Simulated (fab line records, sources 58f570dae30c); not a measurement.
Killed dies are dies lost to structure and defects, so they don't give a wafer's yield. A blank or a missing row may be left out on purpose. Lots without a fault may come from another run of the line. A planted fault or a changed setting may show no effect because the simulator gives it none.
fab line records | flow berkeley_cmos170
record lots=5 wafers=15 last_day=12
route steps=331 shown NLDD@162 SPACER@171 PSD@175 NSD@187 BACKSIDE@199 SDANNEAL@204
lots that met no fault: from a run of the same line without faults
start_h: hours from the record's first day to the start of the lot's first wafer shown | wait_h: hours since the lot's step before | " the same as in the row above | L1.1+2: a row that stands for several wafers | - no value, or no start given | * or withheld: withheld | < > ~ a bound
route shown NAME@n: a module of which the file shows steps, and the number in the route of the first | usual: mean/standard deviation of fault-free wafers | same: alike in all rows | chamber/n: place in a boat | sites: the reading at each site | _std_site: their standard deviation | _edge_site: outer sites' mean less inner sites' | radius_mm: how far each site lies from the wafer's centre | mask NAME#n: copy n | behind: the tool/chamber that last shaped the wafer | hold: why the lot was held/for how many hours/how that ended | device: the transistor (n, p or np) that didn't switch | end of line: the same wafers' tests at the end of the route | a step without rows: its recipe alone | killed: dies lost to structure and defects at the first sort, not the wafer's yield | map: a wafer's dies, x killed, . not, _ none there
set.NAME: the setting as run; set.NAME@STEP: as run at that earlier step | model.NAME: the simulator's own value behind a step, which no gauge read
lots at some steps of the route; a table a step, a row a wafer
services: from which hour (start_h, from the record's first day; less than 0 if before it) a tool's chamber was out of use, for how many hours, and why
## steps
# step UCB170_NLDD_PEB_04
# recipe peb_temp_c=130 peb_time_s=withheld resist=KrF
# columns lot.wafer tool chamber start_h wait_h
L077.1+2+3 litho_track-02 0 166.46 0.1
L084.1+2+4 litho_track-02 0 202.49 0.6
L086.1+3+4 litho_track-04 0 202.97 0.1
L091.1+4+6 litho_track-02 0 244.68 0.1
L092.2+4+6 litho_track-03 0 256.26 0.3
# step UCB170_NLDD_DEVELOP_05
# recipe developer=TMAH develop_time_s=45 resist=KrF dev_temp_c=21
# same develop_time_s=45
# columns lot.wafer tool chamber start_h wait_h
L077.1+2+3 litho_track-02 0 - -
L084.1+2+4 litho_track-02 0 - -
L086.1+3+4 litho_track-04 0 - -
L091.1+4+6 litho_track-02 0 - -
L092.2+4+6 litho_track-03 0 - -
# step UCB170_NLDD_CD_MEAS_06
# recipe target_cd_nm=1200
# usual cd_nm=1199.6/1.4
# columns lot.wafer tool chamber start_h wait_h cd_nm
L077.1 cd_sem-02 - 166.74 - 1200.3
L077.2 " - " " 1198.9
L077.3 " - " " 1200.5
L084.1 cd_sem-02 - 202.76 - 1200.8
L084.2 " - " " 1200.9
L084.4 " - " " 1200.2
L086.1 cd_sem-02 - 203.24 - 1200.0
L086.3 " - " " 1200.2
L086.4 " - " " 1201.7
L091.1 cd_sem-01 - 244.96 - 1201.0
L091.4 " - " " 1200.8
L091.6 " - " " 1200.7
L092.2 cd_sem-02 - 256.53 - 1197.4
L092.4 " - " " 1199.3
L092.6 " - " " 1198.2
# step UCB170_NLDD_OVL_MEAS_07
# usual NLDD_OVL=3/5.3
# columns lot.wafer tool chamber start_h wait_h NLDD_OVL[nm]
L077.1 overlay-02 - 166.86 0.1 -1
L077.2 " - " " -7
L077.3 " - " " -6
L084.1 overlay-01 - 202.88 0.1 4
L084.2 " - " " -1
L084.4 " - " " 3
L086.1 overlay-01 - 203.36 0.1 11
L086.3 " - " " 3
L086.4 " - " " 0
L091.1 overlay-01 - 245.08 0.1 1
L091.4 " - " " 5
L091.6 " - " " 1
L092.2 overlay-02 - 256.64 0.1 5
L092.4 " - " " 4
L092.6 " - " " 3
# step UCB170_NLDD_IMPLANT_08
# recipe species=As dose_cm2=5e+13 energy_kev=30 tilt_deg=7 rotation_deg=0
# columns lot.wafer tool chamber start_h wait_h
L077.1+2+3 implanter-04 0 166.89 0.0
L084.1+2+4 implanter-01 0 202.92 0.0
L086.1+3+4 implanter-03 0 203.40 0.0
L091.1+4+6 implanter-04 0 245.11 0.0
L092.2+4+6 implanter-03 0 257.19 0.5
# step UCB170_NLDD_IMPLANT_09
# recipe species=As dose_cm2=5e+13 energy_kev=30 tilt_deg=7 rotation_deg=180
# columns lot.wafer tool chamber start_h wait_h
L077.1+2+3 implanter-04 0 167.04 0.1
L084.1+2+4 implanter-01 0 203.07 0.1
L086.1+3+4 implanter-03 0 203.55 0.1
L091.1+4+6 implanter-04 0 245.26 0.1
L092.2+4+6 implanter-03 0 257.34 0.1
# step UCB170_NLDD_STRIP_10
# recipe chemistry=O2 power_w=400 pressure_mtorr=3500 platen_temp_c=withheld o2_flow_sccm=400 overash_fraction=0.5
# usual chamber_pressure_mTorr=3500/3.2 drypump_motor_current_A=5.6/0.56 oes_product_au=0.734/0.0045 strip_time_to_endpoint_s=21.73/0.07
# columns lot.wafer tool chamber start_h wait_h chamber_pressure_mTorr drypump_motor_current_A oes_product_au rf_hours_counter_h strip_time_to_endpoint_s
L077.1 plasma_asher-03 1 167.19 0.1 3498 6.5 0.733 6 21.78
L077.2 " 0 " " 3504 5.7 0.736 6 21.79
L077.3 " 0 " " 3501 5.7 0.730 - 21.82
L084.1 plasma_asher-04 0 203.22 0.1 3498 6.0 0.732 47 21.58
L084.2 " 1 " " 3499 4.8 0.731 47 21.67
L084.4 " 0 " " 3498 6.0 0.736 - 21.57
L086.1 plasma_asher-04 1 203.70 0.1 3501 4.8 0.735 47 21.71
L086.3 " 1 " " 3498 4.8 0.742 - 21.68
L086.4 " 0 " " 3500 6.0 0.723 - 21.70
L091.1 plasma_asher-04 0 245.41 0.1 3502 6.0 0.745 52 21.74
L091.4 " 0 " " 3507 6.0 0.733 - 21.80
L091.6 " 1 " " 3503 4.8 0.737 - 21.77
L092.2 plasma_asher-04 0 257.46 0.1 3501 6.0 0.742 54 21.71
L092.4 " 1 " " 3496 4.8 0.735 - 21.63
L092.6 " 0 " " 3501 6.0 0.729 - 21.72
# step UCB170_NLDD_TW_MEAS_11
# usual NLDD_TW=2197/20
# columns lot.wafer tool chamber start_h wait_h NLDD_TW
L077.1 film_metro-04 - 167.60 0.4 2215
L077.2 " - " " 2226
L077.3 " - " " 2222
L084.1 film_metro-03 - 203.32 0.1 2203
L084.2 " - " " 2192
L084.4 " - " " 2187
L086.1 film_metro-02 - 203.80 0.1 2165
L086.3 " - " " 2176
L086.4 " - " " 2169
L091.1 film_metro-02 - 245.51 0.1 2176
L091.4 " - " " 2187
L091.6 " - " " 2184
L092.2 film_metro-02 - 257.57 0.1 2178
L092.4 " - " " 2186
L092.6 " - " " 2183
# step UCB170_NLDD_CLEAN_12
# recipe chemistry=SPM temp_c=120 time_s=600
# columns lot.wafer tool chamber start_h wait_h
L077.1+2+3 wet_bench-03 1 167.66 0.1
L084.1+2+4 wet_bench-03 1 206.00 2.7
L086.1+3+4 wet_bench-03 3 206.00 2.2
L091.1+4+6 wet_bench-04 0 245.57 0.1
L092.2+4+6 wet_bench-02 2 260.02 2.4
# step UCB170_SPACER_CVD_00
# recipe material=SiO2 target_thk_nm=376 temp_c=390 precursor=TEOS/O2 time_s=47 rf_w=550 pressure_mtorr=9000
# usual heater_power_w=289/47
# columns lot.wafer tool chamber start_h wait_h heater_power_w
L077.1 pecvd-04 1 167.83 0.0 207
L077.2 " 0 " " 277
L077.3 " 2 " " 312
L084.1 pecvd-03 0 206.19 0.0 283
L084.2 " 1 " " 363
L084.4 " 2 " " 361
L086.1 pecvd-03 2 206.24 0.0 296
L086.3 " 1 " " 326
L086.4 " 1 " " 332
L091.1 pecvd-03 0 245.75 0.0 354
L091.4 " 1 " " 356
L091.6 " 2 " " 352
L092.2 pecvd-04 0 260.22 0.0 180
L092.4 " 0 " " 199
L092.6 " 2 " " 297
# step UCB170_SPACER_THK_MEAS_01
# recipe reads=SiO2_of_SPACER_CVD_00
# usual SPACER_TEOS_THK=374/4.7
# columns lot.wafer tool chamber start_h wait_h SPACER_TEOS_THK[nm]
L077.1 film_metro-04 - 167.87 0.0 370
L077.2 " - " " 363
L077.3 " - " " 369
L084.1 film_metro-02 - 206.27 0.1 367
L084.2 " - " " 371
L084.4 " - " " 376
L086.1 film_metro-04 - 206.30 0.0 370
L086.3 " - " " 373
L086.4 " - " " 382
L091.1 film_metro-01 - 245.79 0.0 370
L091.4 " - " " 373
L091.6 " - " " 377
L092.2 film_metro-04 - 260.28 0.0 370
L092.4 " - " " 377
L092.6 " - " " 377
# step UCB170_SPACER_ANNEAL_02
# recipe temp_c=900 time_s=1800 ambient=N2
# columns lot.wafer tool chamber start_h wait_h
L077.1+2+3 furnace-01 0 171.56 3.7
L084.1+2+4 furnace-02 0 210.85 4.6
L086.1+3+4 furnace-02 0 210.85 4.5
L091.1+4+6 furnace-02 0 248.55 2.7
L092.2+4+6 furnace-02 0 262.83 2.5
# step UCB170_SPACER_ETCHBACK_03
# recipe stop_on=Si target=SiO2 chemistry=CHF3/CF4/Ar CHF3_flow_sccm=50 cf4_flow_sccm=10 Ar_flow_sccm=120 pressure_mtorr=200 rf_w=500 target_depth_a=3760 time_s=100
# usual chamber_pressure_mTorr=199.99/0.17 drypump_motor_current_A=5.5/0.34 oes_product_au=0.892/0.013 throttle_valve_pct=6.46/0.1
# columns lot.wafer tool chamber start_h wait_h chamber_pressure_mTorr drypump_motor_current_A oes_product_au rf_hours_counter_h throttle_valve_pct
L077.1 rie_diel-03 2 173.06 0.0 200.22 5.7 0.892 6 6.48
L077.2 " 1 " " 199.96 5.7 0.869 36 6.59
L077.3 " 2 " " 200.00 5.7 0.887 - 6.46
L084.1 rie_diel-04 0 212.35 0.0 199.91 5.3 0.870 32 6.50
L084.2 " 1 " " 200.11 4.8 0.866 29 6.28
L084.4 " 1 " " 199.86 4.8 0.880 - 6.27
L086.1 rie_diel-03 1 212.42 0.1 200.02 5.7 0.876 37 6.61
L086.3 " 2 " " 199.91 5.7 0.890 7 6.46
L086.4 " 3 " " 199.94 5.7 0.887 14 6.45
L091.1 rie_diel-03 3 250.05 0.0 199.64 5.7 0.882 16 6.42
L091.4 " 3 " " 199.99 5.7 0.886 - 6.44
L091.6 " 2 " " 200.15 5.6 0.907 - 6.47
L092.2 rie_diel-04 3 264.40 0.1 200.24 5.4 0.897 114 6.52
L092.4 " 2 " " 199.92 5.3 0.908 2 6.60
L092.6 " 0 " " 200.02 5.3 0.893 - 6.51
# step UCB170_PSD_HMDS_00
# recipe prime_time_s=60 prime_temp_c=100
# columns lot.wafer tool chamber start_h wait_h
L077.1+2+3 litho_track-02 0 173.38 0.3
L084.1+2+4 litho_track-02 0 212.98 0.6
L086.1+3+4 litho_track-04 0 213.03 0.6
L091.1+4+6 litho_track-04 0 250.35 0.3
L092.2+4+6 litho_track-02 0 264.88 0.4
# step UCB170_PSD_COAT_01
# recipe resist=KrF spin_rpm=1469 resist_thk_nm=900
# usual dispense_pressure_kPa=49.5/1.8
# columns lot.wafer tool chamber start_h wait_h dispense_pressure_kPa
L077.1 litho_track-02 0 173.53 0.1 50.0
L077.2 " 0 " " 50.0
L077.3 " 0 " " 50.0
L084.1 litho_track-02 0 213.13 0.1 49.9
L084.2 " 0 " " 49.9
L084.4 " 0 " " 49.8
L086.1 litho_track-04 0 213.18 0.1 52.0
L086.3 " 0 " " 52.0
L086.4 " 0 " " 51.9
L091.1 litho_track-04 0 250.50 0.1 52.0
L091.4 " 0 " " 52.0
L091.6 " 0 " " 52.0
L092.2 litho_track-02 0 265.03 0.1 49.9
L092.4 " 0 " " 49.9
L092.6 " 0 " " 49.9
# step UCB170_PSD_SOFTBAKE_02
# recipe resist=KrF temp_c=130 time_s=60
# columns lot.wafer tool chamber start_h wait_h
L077.1+2+3 litho_track-02 0 173.68 0.1
L084.1+2+4 litho_track-02 0 213.28 0.1
L086.1+3+4 litho_track-04 0 213.33 0.1
L091.1+4+6 litho_track-04 0 250.65 0.1
L092.2+4+6 litho_track-02 0 265.18 0.1
# step UCB170_PSD_EXPOSE_03
# recipe mask_id=PSELECT_MOD na=0.5 sigma_outer=0.6 source_shape=conventional target_cd_nm=1200 dose_mj=30
# columns lot.wafer tool chamber start_h wait_h mask
L077.1+2+3 krf_scanner-02 0 174.19 0.5 PSELECT_MOD#0
L084.1+2+4 krf_scanner-01 0 213.56 0.3 PSELECT_MOD#0
L086.1+3+4 krf_scanner-02 0 213.80 0.4 PSELECT_MOD#0
L091.1+4+6 krf_scanner-01 0 250.93 0.2 PSELECT_MOD#0
L092.2+4+6 krf_scanner-01 0 265.54 0.3 PSELECT_MOD#0
# step UCB170_PSD_PEB_04
# recipe peb_temp_c=130 peb_time_s=withheld resist=KrF
# columns lot.wafer tool chamber start_h wait_h
L077.1+2+3 litho_track-02 0 174.31 0.1
L084.1+2+4 litho_track-04 0 214.03 0.5
L086.1+3+4 litho_track-01 0 214.50 0.7
L091.1+4+6 litho_track-01 0 251.46 0.5
L092.2+4+6 litho_track-02 0 266.05 0.5
# step UCB170_PSD_DEVELOP_05
# recipe developer=TMAH develop_time_s=45 resist=KrF dev_temp_c=21
# same develop_time_s=45
# columns lot.wafer tool chamber start_h wait_h
L077.1+2+3 litho_track-02 0 - -
L084.1+2+4 litho_track-04 0 - -
L086.1+3+4 litho_track-01 0 - -
L091.1+4+6 litho_track-01 0 - -
L092.2+4+6 litho_track-02 0 - -
# step UCB170_PSD_CD_MEAS_06
# recipe target_cd_nm=1200
# usual cd_nm=1199.9/1.5
# columns lot.wafer tool chamber start_h wait_h cd_nm
L077.1 cd_sem-01 - 174.58 - 1201.5
L077.2 " - " " 1200.6
L077.3 " - " " 1200.6
L084.1 cd_sem-01 - 214.31 - 1199.7
L084.2 " - " " 1200.1
L084.4 " - " " 1199.7
L086.1 cd_sem-02 - 214.77 - 1203.6
L086.3 " - " " 1203.0
L086.4 " - " " 1204.1
L091.1 cd_sem-01 - 251.73 - 1200.5
L091.4 " - " " 1199.4
L091.6 " - " " 1199.6
L092.2 cd_sem-01 - 266.41 - 1200.4
L092.4 " - " " 1200.0
L092.6 " - " " 1198.8
# step UCB170_PSD_OVL_MEAS_07
# usual PSD_OVL=2/7.3
# columns lot.wafer tool chamber start_h wait_h PSD_OVL[nm]
L077.1 overlay-02 - 174.70 0.1 -5
L077.2 " - " " 7
L077.3 " - " " -6
L084.1 overlay-01 - 214.43 0.1 -3
L084.2 " - " " -8
L084.4 " - " " -5
L086.1 overlay-01 - 214.89 0.1 15
L086.3 " - " " 4
L086.4 " - " " -4
L091.1 overlay-02 - 251.85 0.1 -9
L091.4 " - " " 10
L091.6 " - " " 16
L092.2 overlay-01 - 266.52 0.1 15
L092.4 " - " " 9
L092.6 " - " " 11
# step UCB170_PSD_IMPLANT_08
# recipe species=B dose_cm2=3e+15 energy_kev=20 tilt_deg=7
# columns lot.wafer tool chamber start_h wait_h
L077.1+2+3 implanter-01 0 174.74 0.0
L084.1+2+4 implanter-02 0 214.47 0.0
L086.1+3+4 implanter-01 0 214.93 0.0
L091.1+4+6 implanter-02 0 251.89 0.0
L092.2+4+6 implanter-01 0 266.61 0.1
# step UCB170_PSD_STRIP_09
# recipe chemistry=O2 power_w=400 pressure_mtorr=3500 platen_temp_c=withheld o2_flow_sccm=400 overash_fraction=0.5
# usual chamber_pressure_mTorr=3500/3.1 drypump_motor_current_A=5.6/0.55 oes_product_au=0.601/0.0044 strip_time_to_endpoint_s=29.63/0.081
# columns lot.wafer tool chamber start_h wait_h chamber_pressure_mTorr drypump_motor_current_A oes_product_au rf_hours_counter_h strip_time_to_endpoint_s
L077.1 plasma_asher-03 1 174.89 0.1 3504 6.4 0.603 6 29.53
L077.2 " 0 " " 3497 5.7 0.600 6 29.60
L077.3 " 0 " " 3496 5.7 0.599 - 29.63
L084.1 plasma_asher-03 1 214.62 0.1 3501 6.5 0.602 11 29.51
L084.2 " 0 " " 3501 5.7 0.607 11 29.48
L084.4 " 1 " " 3501 6.5 0.603 - 29.47
L086.1 plasma_asher-01 0 215.08 0.1 3505 5.0 0.600 49 29.66
L086.3 " 1 " " 3500 5.7 0.607 - 29.58
L086.4 " 0 " " 3501 5.1 0.601 - 29.61
L091.1 plasma_asher-01 1 252.04 0.1 3501 5.7 0.595 54 29.70
L091.4 " 1 " " 3500 5.7 0.596 - 29.70
L091.6 " 1 " " 3506 5.7 0.598 - 29.66
L092.2 plasma_asher-03 1 266.73 0.1 3502 6.5 0.599 14 29.62
L092.4 " 0 " " 3502 5.7 0.596 - 29.59
L092.6 " 0 " " 3497 5.7 0.602 - 29.56
# step UCB170_PSD_TW_MEAS_10
# usual PSD_TW=2306/22
# columns lot.wafer tool chamber start_h wait_h PSD_TW
L077.1 film_metro-04 - 174.99 0.1 2330
L077.2 " - " " 2327
L077.3 " - " " 2332
L084.1 film_metro-02 - 214.72 0.1 2274
L084.2 " - " " 2290
L084.4 " - " " 2295
L086.1 film_metro-04 - 215.18 0.1 2344
L086.3 " - " " 2340
L086.4 " - " " 2342
L091.1 film_metro-03 - 252.14 0.1 2300
L091.4 " - " " 2296
L091.6 " - " " 2302
L092.2 film_metro-03 - 266.84 0.1 2294
L092.4 " - " " 2302
L092.6 " - " " 2306
# step UCB170_PSD_CLEAN_11
# recipe chemistry=SPM temp_c=120 time_s=600
# columns lot.wafer tool chamber start_h wait_h
L077.1+2+3 wet_bench-01 2 175.44 0.4
L084.1+2+4 wet_bench-01 3 214.89 0.2
L086.1+3+4 wet_bench-04 2 216.71 1.5
L091.1+4+6 wet_bench-04 3 252.20 0.1
L092.2+4+6 wet_bench-01 1 266.92 0.1
# step UCB170_NSD_HMDS_00
# recipe prime_time_s=60 prime_temp_c=100
# columns lot.wafer tool chamber start_h wait_h
L077.1+2+3 litho_track-03 0 175.86 0.2
L084.1+2+4 litho_track-02 0 215.60 0.5
L086.1+3+4 litho_track-01 0 216.88 0.0
L091.1+4+6 litho_track-02 0 252.42 0.0
L092.2+4+6 litho_track-01 0 267.33 0.2
# step UCB170_NSD_COAT_01
# recipe resist=KrF spin_rpm=1500 resist_thk_nm=900
# usual dispense_pressure_kPa=49.2/1
# columns lot.wafer tool chamber start_h wait_h dispense_pressure_kPa
L077.1 litho_track-03 0 176.01 0.1 49.9
L077.2 " 0 " " 50.0
L077.3 " 0 " " 49.9
L084.1 litho_track-02 0 215.75 0.1 49.8
L084.2 " 0 " " 49.8
L084.4 " 0 " " 49.8
L086.1 litho_track-01 0 217.03 0.1 47.6
L086.3 " 0 " " 47.7
L086.4 " 0 " " 47.6
L091.1 litho_track-02 0 252.57 0.1 49.8
L091.4 " 0 " " 49.9
L091.6 " 0 " " 49.8
L092.2 litho_track-01 0 267.48 0.1 47.6
L092.4 " 0 " " 47.6
L092.6 " 0 " " 47.6
# step UCB170_NSD_SOFTBAKE_02
# recipe resist=KrF temp_c=130 time_s=60
# columns lot.wafer tool chamber start_h wait_h
L077.1+2+3 litho_track-03 0 176.16 0.1
L084.1+2+4 litho_track-02 0 215.90 0.1
L086.1+3+4 litho_track-01 0 217.18 0.1
L091.1+4+6 litho_track-02 0 252.72 0.1
L092.2+4+6 litho_track-01 0 267.63 0.1
# step UCB170_NSD_EXPOSE_03
# recipe mask_id=NSELECT_MOD na=0.5 sigma_outer=0.6 source_shape=conventional target_cd_nm=1200 dose_mj=30
# columns lot.wafer tool chamber start_h wait_h mask
L077.1+2+3 krf_scanner-02 0 176.66 0.5 NSELECT_MOD#0
L084.1+2+4 krf_scanner-01 0 216.05 0.1 NSELECT_MOD#0
L086.1+3+4 krf_scanner-01 0 217.33 0.1 NSELECT_MOD#0
L091.1+4+6 krf_scanner-01 0 252.87 0.1 NSELECT_MOD#0
L092.2+4+6 krf_scanner-02 0 267.77 0.1 NSELECT_MOD#0
# step UCB170_NSD_PEB_04
# recipe peb_temp_c=130 peb_time_s=withheld resist=KrF
# columns lot.wafer tool chamber start_h wait_h
L077.1+2+3 litho_track-02 0 176.87 0.2
L084.1+2+4 litho_track-03 0 216.37 0.3
L086.1+3+4 litho_track-02 0 217.60 0.3
L091.1+4+6 litho_track-03 0 253.36 0.5
L092.2+4+6 litho_track-02 0 268.05 0.3
# step UCB170_NSD_DEVELOP_05
# recipe developer=TMAH develop_time_s=45 resist=KrF dev_temp_c=21
# same develop_time_s=45
# columns lot.wafer tool chamber start_h wait_h
L077.1+2+3 litho_track-02 0 - -
L084.1+2+4 litho_track-03 0 - -
L086.1+3+4 litho_track-02 0 - -
L091.1+4+6 litho_track-03 0 - -
L092.2+4+6 litho_track-02 0 - -
# step UCB170_NSD_CD_MEAS_06
# recipe target_cd_nm=1200
# usual cd_nm=1199.6/1.6
# columns lot.wafer tool chamber start_h wait_h cd_nm
L077.1 cd_sem-01 - 177.15 - 1198.0
L077.2 " - " " 1198.4
L077.3 " - " " 1200.7
L084.1 cd_sem-02 - 216.65 - 1200.5
L084.2 " - " " 1200.8
L084.4 " - " " 1201.5
L086.1 cd_sem-02 - 217.88 - 1196.5
L086.3 " - " " 1197.1
L086.4 " - " " 1197.7
L091.1 cd_sem-01 - 253.63 - 1199.1
L091.4 " - " " 1200.4
L091.6 " - " " 1199.6
L092.2 cd_sem-02 - 268.32 - 1196.2
L092.4 " - " " 1196.9
L092.6 " - " " 1196.4
# step UCB170_NSD_OVL_MEAS_07
# usual NSD_OVL=-1/5
# columns lot.wafer tool chamber start_h wait_h NSD_OVL[nm]
L077.1 overlay-01 - 177.27 0.1 -2
L077.2 " - " " -6
L077.3 " - " " -5
L084.1 overlay-01 - 216.77 0.1 5
L084.2 " - " " 1
L084.4 " - " " 0
L086.1 overlay-01 - 218.00 0.1 10
L086.3 " - " " 9
L086.4 " - " " 8
L091.1 overlay-02 - 253.75 0.1 -7
L091.4 " - " " -4
L091.6 " - " " -6
L092.2 overlay-02 - 268.43 0.1 14
L092.4 " - " " 3
L092.6 " - " " 1
# step UCB170_NSD_IMPLANT_08
# recipe species=P dose_cm2=3e+15 energy_kev=40 tilt_deg=6.699
# columns lot.wafer tool chamber start_h wait_h
L077.1+2+3 implanter-04 0 177.59 0.3
L084.1+2+4 implanter-03 0 216.81 0.0
L086.1+3+4 implanter-02 0 218.03 0.0
L091.1+4+6 implanter-02 0 253.79 0.0
L092.2+4+6 implanter-02 0 268.49 0.0
# step UCB170_NSD_STRIP_09
# recipe chemistry=O2 power_w=400 pressure_mtorr=3500 platen_temp_c=withheld o2_flow_sccm=400 overash_fraction=0.5
# usual chamber_pressure_mTorr=3501/3.1 drypump_motor_current_A=5.4/0.43 oes_product_au=0.535/0.0042 strip_time_to_endpoint_s=35.85/0.081
# columns lot.wafer tool chamber start_h wait_h chamber_pressure_mTorr drypump_motor_current_A oes_product_au rf_hours_counter_h strip_time_to_endpoint_s
L077.1 plasma_asher-02 1 177.74 0.1 3505 5.7 0.539 39 35.90
L077.2 " 0 " " 3503 5.3 0.533 39 35.83
L077.3 " 0 " " 3500 5.3 0.534 - 35.75
L084.1 plasma_asher-04 1 216.96 0.1 3501 4.8 0.534 48 35.72
L084.2 " 0 " " 3497 6.0 0.532 48 35.80
L084.4 " 1 " " 3503 4.8 0.536 - 35.78
L086.1 plasma_asher-04 1 218.18 0.1 3501 4.8 0.539 48 35.88
L086.3 " 1 " " 3502 4.8 0.533 - 35.92
L086.4 " 0 " " 3503 6.0 0.536 - 35.92
L091.1 plasma_asher-02 0 253.94 0.1 3502 5.3 0.534 48 35.77
L091.4 " 0 " " 3504 5.3 0.534 - 35.80
L091.6 " 0 " " 3499 5.4 0.544 - 35.84
L092.2 plasma_asher-02 0 268.61 0.1 3502 5.3 0.530 50 35.93
L092.4 " 0 " " 3501 5.3 0.541 - 35.92
L092.6 " 1 " " 3499 5.7 0.533 - 36.00
# step UCB170_NSD_TW_MEAS_10
# usual NSD_TW=4145/37
# columns lot.wafer tool chamber start_h wait_h NSD_TW
L077.1 film_metro-03 - 177.84 0.1 4131
L077.2 " - " " 4178
L077.3 " - " " 4171
L084.1 film_metro-03 - 217.06 0.1 4143
L084.2 " - " " 4138
L084.4 " - " " 4129
L086.1 film_metro-03 - 218.33 0.1 4140
L086.3 " - " " 4143
L086.4 " - " " 4145
L091.1 film_metro-03 - 254.04 0.1 4147
L091.4 " - " " 4135
L091.6 " - " " 4123
L092.2 film_metro-02 - 268.72 0.1 4090
L092.4 " - " " 4123
L092.6 " - " " 4084
# step UCB170_NSD_CLEAN_11
# recipe chemistry=SPM temp_c=120 time_s=600
# columns lot.wafer tool chamber start_h wait_h
L077.1+2+3 wet_bench-01 2 177.90 0.1
L084.1+2+4 wet_bench-04 1 217.16 0.1
L086.1+3+4 wet_bench-03 2 218.39 0.1
L091.1+4+6 wet_bench-01 1 254.10 0.1
L092.2+4+6 wet_bench-03 0 268.94 0.2
# step UCB170_BACKSIDE_HMDS_00
# recipe prime_time_s=60 prime_temp_c=100
# columns lot.wafer tool chamber start_h wait_h
L077.1+2+3 litho_track-03 0 178.59 0.5
L084.1+2+4 litho_track-03 0 217.51 0.2
L086.1+3+4 litho_track-01 0 218.56 0.0
L091.1+4+6 litho_track-04 0 254.33 0.1
L092.2+4+6 litho_track-03 0 269.55 0.3
# step UCB170_BACKSIDE_COAT_01
# recipe resist=KrF spin_rpm=1500 resist_thk_nm=900
# usual dispense_pressure_kPa=49.8/1.7
# columns lot.wafer tool chamber start_h wait_h dispense_pressure_kPa
L077.1 litho_track-03 0 178.74 0.1 49.9
L077.2 " 0 " " 49.9
L077.3 " 0 " " 50.0
L084.1 litho_track-03 0 217.66 0.1 49.9
L084.2 " 0 " " 49.8
L084.4 " 0 " " 49.8
L086.1 litho_track-01 0 218.71 0.1 47.6
L086.3 " 0 " " 47.7
L086.4 " 0 " " 47.6
L091.1 litho_track-04 0 254.48 0.1 52.0
L091.4 " 0 " " 52.0
L091.6 " 0 " " 52.0
L092.2 litho_track-03 0 269.70 0.1 49.8
L092.4 " 0 " " 49.8
L092.6 " 0 " " 49.8
# step UCB170_BACKSIDE_SOFTBAKE_02
# recipe resist=KrF temp_c=130 time_s=60
# columns lot.wafer tool chamber start_h wait_h
L077.1+2+3 litho_track-03 0 178.89 0.1
L084.1+2+4 litho_track-03 0 217.81 0.1
L086.1+3+4 litho_track-01 0 218.86 0.1
L091.1+4+6 litho_track-04 0 254.63 0.1
L092.2+4+6 litho_track-03 0 269.85 0.1
# step UCB170_BACKSIDE_STRIP_03
# recipe chemistry=O2 power_w=400 pressure_mtorr=3500 platen_temp_c=withheld o2_flow_sccm=400 overash_fraction=0.5
# usual chamber_pressure_mTorr=3500/3.3 drypump_motor_current_A=5.6/0.42 oes_product_au=0.735/0.0043 strip_time_to_endpoint_s=21.99/0.074
# columns lot.wafer tool chamber start_h wait_h chamber_pressure_mTorr drypump_motor_current_A oes_product_au rf_hours_counter_h strip_time_to_endpoint_s
L077.1 plasma_asher-02 1 179.04 0.1 3500 5.7 0.737 39 22.04
L077.2 " 0 " " 3499 5.3 0.733 39 22.14
L077.3 " 0 " " 3497 5.3 0.740 - 22.06
L084.1 plasma_asher-02 1 217.96 0.1 3498 5.7 0.739 44 21.95
L084.2 " 0 " " 3498 5.3 0.736 44 21.95
L084.4 " 1 " " 3500 5.7 0.738 - 21.90
L086.1 plasma_asher-01 0 219.01 0.1 3498 5.0 0.740 50 21.99
L086.3 " 1 " " 3494 5.7 0.730 - 22.09
L086.4 " 0 " " 3503 5.1 0.732 - 22.03
L091.1 plasma_asher-02 1 254.78 0.1 3502 5.6 0.742 49 21.93
L091.4 " 0 " " 3503 5.3 0.728 - 22.01
L091.6 " 1 " " 3506 5.6 0.737 - 22.01
L092.2 plasma_asher-01 1 269.98 0.1 3503 5.7 0.727 57 22.02
L092.4 " 0 " " 3496 5.1 0.737 - 22.01
L092.6 " 1 " " 3499 5.7 0.734 - 21.97
# step UCB170_BACKSIDE_CLEAN_04
# recipe chemistry=SPM temp_c=120 time_s=600
# columns lot.wafer tool chamber start_h wait_h
L077.1+2+3 wet_bench-01 3 179.23 0.2
L084.1+2+4 wet_bench-03 2 218.14 0.1
L086.1+3+4 wet_bench-01 0 219.11 0.1
L091.1+4+6 wet_bench-01 0 254.88 0.1
L092.2+4+6 wet_bench-03 2 270.34 0.3
# step UCB170_SDANNEAL_RTA_00
# recipe temp_c=900 time_s=10 ambient=N2
# usual lamp_power_pct=28.72/0.24 wafer_temp_C_max=903.4/0.89
# columns lot.wafer tool chamber start_h wait_h lamp_power_pct wafer_temp_C_max
L077.1 rtp_anneal-02 0 179.41 0.0 28.52 902.8
L077.2 " 0 " " 28.54 902.4
L077.3 " 0 " " 28.56 903.6
L084.1 rtp_anneal-02 0 218.31 0.0 28.60 902.9
L084.2 " 0 " " 28.57 904.4
L084.4 " 0 " " 28.57 902.5
L086.1 rtp_anneal-02 0 219.29 0.0 28.54 903.3
L086.3 " 0 " " 28.54 902.7
L086.4 " 0 " " 28.54 903.0
L091.1 rtp_anneal-02 0 255.05 0.0 28.57 903.0
L091.4 " 0 " " 28.56 903.3
L091.6 " 0 " " 28.52 903.6
L092.2 rtp_anneal-02 0 270.73 0.0 28.52 902.9
L092.4 " 0 " " 28.55 904.1
L092.6 " 0 " " 28.53 902.6
## services
# columns tool chamber start_h hours kind
pecvd-03 2 142.82 21.8 repair
implanter-03 - 145.23 3.8 pm
krf_scanner-01 - 147.52 0.8 pm
krf_scanner-02 - 160.15 1.3 pm
furnace-02 - 166.62 3.5 pm
rie_diel-03 3 167.16 8.5 repair
rie_diel-03 0 167.63 7.3 repair
implanter-03 - 170.40 14.2 repair
implanter-02 - 172.07 16.6 repair
plasma_asher-01 - 172.74 2.8 pm
rie_diel-03 1 177.26 12.4 repair
krf_scanner-01 - 179.38 1.3 pm
wet_bench-04 - 187.22 1.9 pm
implanter-04 - 199.05 0.7 repair
krf_scanner-02 - 209.98 2.9 repair
krf_scanner-01 - 227.44 4.0 pm
plasma_asher-03 - 235.32 26.4 repair
implanter-01 - 240.32 17.1 pm
krf_scanner-02 - 246.64 1.0 pm
plasma_asher-03 - 247.74 12.3 repair
krf_scanner-02 - 250.82 5.5 pm
implanter-04 - 254.39 5.1 pm
implanter-04 - 259.54 9.3 pm
krf_scanner-01 - 268.63 1.0 pm
## key
fault none
